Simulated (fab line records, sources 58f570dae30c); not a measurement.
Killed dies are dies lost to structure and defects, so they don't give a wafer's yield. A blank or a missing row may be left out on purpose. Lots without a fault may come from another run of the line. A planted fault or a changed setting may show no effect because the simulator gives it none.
Which tool did it? | flow berkeley_cmos170 | 14 lots, 42 wafers sampled, at 5 steps of a route of 331

WHAT THE GAUGES READ, wafer by wafer
UCB170_NSD_TW_MEAS_10. Usual: NSD_TW 4167, standard deviation 38.
lot  | measured     | on            | NSD_TW         | flag
L504 | day 6 10:08  | film_metro-03 | 4199 4196 4185 |
L505 | day 7 00:35  | film_metro-03 | 4218 4181 4228 |
L506 | day 7 00:48  | film_metro-02 | 4131 4129 4138 |
L509 | day 7 08:18  | film_metro-02 | 4148 4126 4132 |
L507 | day 7 08:35  | film_metro-03 | 4206 4215 4184 |
L508 | day 7 09:11  | film_metro-01 | 4182 4185 4179 |
L510 | day 7 22:42  | film_metro-01 | 4182 4188 4208 |
L511 | day 7 23:05  | film_metro-02 | 4147 4142 4123 |
L512 | day 8 02:59  | film_metro-02 | 4089 4087 4108 |
L514 | day 8 05:10  | film_metro-03 | 4205 4202 4216 |
L513 | day 8 05:19  | film_metro-01 | 4171 4159 4157 |
L517 | day 9 12:14  | film_metro-03 | 4223 4199 4212 |
L519 | day 9 12:32  | film_metro-01 | 4187 4165 4176 |
L527 | day 10 19:12 | film_metro-02 | 4142 4138 4136 |

UCB170_M1_CD_MEAS_09: target cd 700 nm. Usual: cd_nm 699.9 nm, standard deviation 1.6.
lot  | measured     | on        | cd_nm (nm)        | flag
L504 | day 6 19:36  | cd_sem-02 | 700.2 698.4 698.9 |
L505 | day 7 10:11  | cd_sem-01 | 697.6 698.3 697.3 |
L506 | day 7 10:24  | cd_sem-01 | 701.3 700.9 701.7 |
L509 | day 7 18:29  | cd_sem-02 | 697.9 699.1 699.2 |
L507 | day 7 19:09  | cd_sem-01 | 699.1 699.7 700.3 |
L508 | day 7 18:52  | cd_sem-01 | 696.9 698.1 697.7 |
L510 | day 8 08:07  | cd_sem-02 | 703.2 702.7 701.2 |
L511 | day 8 08:26  | cd_sem-01 | 700.4 700.6 700.8 |
L512 | day 8 12:46  | cd_sem-01 | 699.9 698.6 699.0 |
L514 | day 8 14:46  | cd_sem-01 | 698.0 698.5 699.3 |
L513 | day 8 14:58  | cd_sem-01 | 699.6 698.8 697.5 |
L517 | day 9 22:26  | cd_sem-01 | 699.2 699.9 698.1 |
L519 | day 9 21:32  | cd_sem-02 | 701.2 702.8 703.3 |
L527 | day 11 06:10 | cd_sem-01 | 701.4 701.0 701.4 |

UCB170_V1_CD_MEAS_12: target cd 700 nm. Usual: cd_nm 700.2 nm, standard deviation 1.4.
lot  | measured     | on        | cd_nm (nm)                          | flag
L504 | day 7 03:18  | cd_sem-02 | 699.9 700.5 698.9                   |
L505 | day 7 14:26  | cd_sem-02 | 701.6 701.2 701.9                   |
L506 | day 7 14:11  | cd_sem-01 | 698.1 697.7 698.7                   |
L509 | day 8 00:12  | cd_sem-02 | 699.3 699.0 699.2                   |
L507 | day 8 00:47  | cd_sem-02 | 701.1 702.1 701.8                   |
L508 | day 8 00:36  | cd_sem-01 | 701.5 699.1 699.2                   |
L510 | day 8 14:53  | cd_sem-02 | 701.2 700.6 700.2                   |
L511 | day 8 14:39  | cd_sem-02 | 702.2 702.4 702.8                   |
L512 | day 8 19:02  | cd_sem-02 | 699.0 699.4 698.7                   |
L514 | day 8 21:57  | cd_sem-01 | 699.1 698.8 698.8                   |
L513 | day 8 22:11  | cd_sem-02 | 703.6 701.3 702.8                   |
L517 | day 10 05:51 | cd_sem-02 | 750.5 749.4 750.1 750.7 749.9 750.0 | OFF
L519 | day 10 03:53 | cd_sem-02 | 753.0 752.0 751.0 752.6 752.1 751.2 | OFF
L527 | day 11 14:55 | cd_sem-01 | 699.4 698.8 699.0                   |

WHICH TOOL RAN EACH LOT (tool, then ch and the chambers of the sampled wafers, then the start)
lot  | UCB170_SILICIDE_RTA_04           | UCB170_V1_PEB_10
L504 | rtp_anneal-02 ch 0, day 6 12:08  | litho_track-03 ch 0, day 7 03:02
L505 | rtp_anneal-01 ch 0, day 7 02:31  | litho_track-03 ch 0, day 7 14:10
L506 | rtp_anneal-02 ch 0, day 7 02:56  | litho_track-04 ch 0, day 7 13:55
L509 | rtp_anneal-02 ch 0, day 7 12:25  | litho_track-04 ch 0, day 7 23:55
L507 | rtp_anneal-01 ch 0, day 7 12:26  | litho_track-01 ch 0, day 8 00:26
L508 | rtp_anneal-02 ch 0, day 7 12:35  | litho_track-03 ch 0, day 8 00:20
L510 | rtp_anneal-02 ch 0, day 8 01:02  | litho_track-04 ch 0, day 8 14:37
L511 | rtp_anneal-01 ch 0, day 8 01:33  | litho_track-04 ch 0, day 8 14:23
L512 | rtp_anneal-02 ch 0, day 8 04:50  | litho_track-01 ch 0, day 8 18:46
L514 | rtp_anneal-01 ch 0, day 8 07:08  | litho_track-01 ch 0, day 8 21:40
L513 | rtp_anneal-02 ch 0, day 8 07:23  | litho_track-03 ch 0, day 8 21:55
L517 | rtp_anneal-01 ch 0, day 9 14:26  | litho_track-01 ch 0, day 10 05:35
L519 | rtp_anneal-02 ch 0, day 9 14:37  | litho_track-01 ch 0, day 10 03:37
L527 | rtp_anneal-02 ch 0, day 10 21:07 | litho_track-04 ch 0, day 11 14:35
- UCB170_SILICIDE_RTA_04: time 15 s.
- UCB170_V1_PEB_10

WHAT THE TOOLS THEMSELVES READ (means of the sampled wafers that have a number; where no wafer has one, the mark that the record gives instead)
UCB170_SILICIDE_RTA_04. Usual: anneal_temp_c_max 654.1, standard deviation 0.94; lamp_power_pct 8.49 %, standard deviation 0.29; wafer_temp_C_max 652.3, standard deviation 0.71.
lot  | tool          | anneal_temp_c_max | lamp_power_pct (%) | wafer_temp_C_max | flag
L504 | rtp_anneal-02 | 653.5             | 8.22               | 651.8            |
L505 | rtp_anneal-01 | 654.7             | 8.82               | 652.8            |
L506 | rtp_anneal-02 | 653.7             | 8.22               | 651.9            |
L509 | rtp_anneal-02 | 653.1             | 8.22               | 651.9            |
L507 | rtp_anneal-01 | 653.6             | 8.80               | 652.5            |
L508 | rtp_anneal-02 | 653.7             | 8.22               | 651.6            |
L510 | rtp_anneal-02 | 654.2             | 8.21               | 651.9            |
L511 | rtp_anneal-01 | 654.1             | 8.81               | 652.7            |
L512 | rtp_anneal-02 | 653.7             | 8.22               | 652.0            |
L514 | rtp_anneal-01 | 654.5             | 8.81               | 652.7            |
L513 | rtp_anneal-02 | 653.7             | 8.21               | 652.2            |
L517 | rtp_anneal-01 | 654.6             | 8.81               | 652.6            |
L519 | rtp_anneal-02 | 652.6             | 8.22               | 651.8            |
L527 | rtp_anneal-02 | 653.8             | 8.22               | 652.0            |

UCB170_V1_PEB_10. Usual: chill_plate_temp_C 22.98 C, standard deviation 0.09; heater_power_total_W 56.81 W, standard deviation 0.041; plate_temp_C 130.02 C, standard deviation 0.12.
lot  | tool           | chill_plate_temp_C (C) | heater_power_total_W (W) | plate_temp_C (C) | flag
L504 | litho_track-03 | 23.02                  | 56.82                    | 129.86           |
L505 | litho_track-03 | 22.99                  | 56.82                    | 130.19           |
L506 | litho_track-04 | 22.92                  | 56.81                    | 129.84           |
L509 | litho_track-04 | 22.97                  | 56.82                    | 130.11           |
L507 | litho_track-01 | 22.89                  | 56.79                    | 130.10           |
L508 | litho_track-03 | 22.96                  | 56.78                    | 130.00           |
L510 | litho_track-04 | 23.03                  | 56.80                    | 129.92           |
L511 | litho_track-04 | 22.98                  | 56.83                    | 130.04           |
L512 | litho_track-01 | 22.98                  | 56.80                    | 130.03           |
L514 | litho_track-01 | 23.01                  | 56.79                    | 130.05           |
L513 | litho_track-03 | 23.08                  | 56.84                    | 130.12           |
L517 | litho_track-01 | 23.08                  | 63.87                    | 142.31           | OFF
L519 | litho_track-01 | 22.99                  | 63.87                    | 142.13           | OFF
L527 | litho_track-04 | 22.95                  | 56.77                    | 129.98           |

THE ANSWER, worked out from the rows above alone
Rule: a lot is off if the mean of its wafers that have a number lies more than 3 standard deviations from the usual mean. A lot without any number at a reading at which 4 lots or more have one is off too. The other lots that the step has rows for count as sound. The gauges are gone through in route order, then the tools' own readings, and for those a lot's mean is taken as printed above. The first step at which some lot is off is used, and at that step the reading that is off furthest; a lot without a number counts as furthest.
Off: L517, L519, at UCB170_V1_CD_MEAS_12 (cd_nm).
A tool fits if, at a process step before that reading, it ran every lot that is off, and no sound lot after the first of them. The gauges at UCB170_V1_CD_MEAS_12 aren't tried: what is off there is off at UCB170_V1_PEB_10 too, on other tools, and a gauge's error can't cause that. One fits: litho_track-01 at UCB170_V1_PEB_10. Its last sound lot is L514 (day 8 21:40), its first lot that is off L519 (day 10 03:37): a fault that began between those two fits.
The tool's own readings at UCB170_V1_PEB_10 bear it out: on the lots that are off they differ by more than 5 times the standard deviation of the sound lots' means. heater_power_total_W reads 63.87 W there against 56.81 W on the sound lots; plate_temp_C reads 142.22 C there against 130.02 C on the sound lots.

WHAT THE SIMULATOR HAD PUT IN
Process parameter drift: litho_track-01, from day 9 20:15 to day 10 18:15, at UCB170_V1_PEB_10. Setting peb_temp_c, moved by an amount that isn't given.
Lots struck among those shown: L517, L519. The rule above found the same.
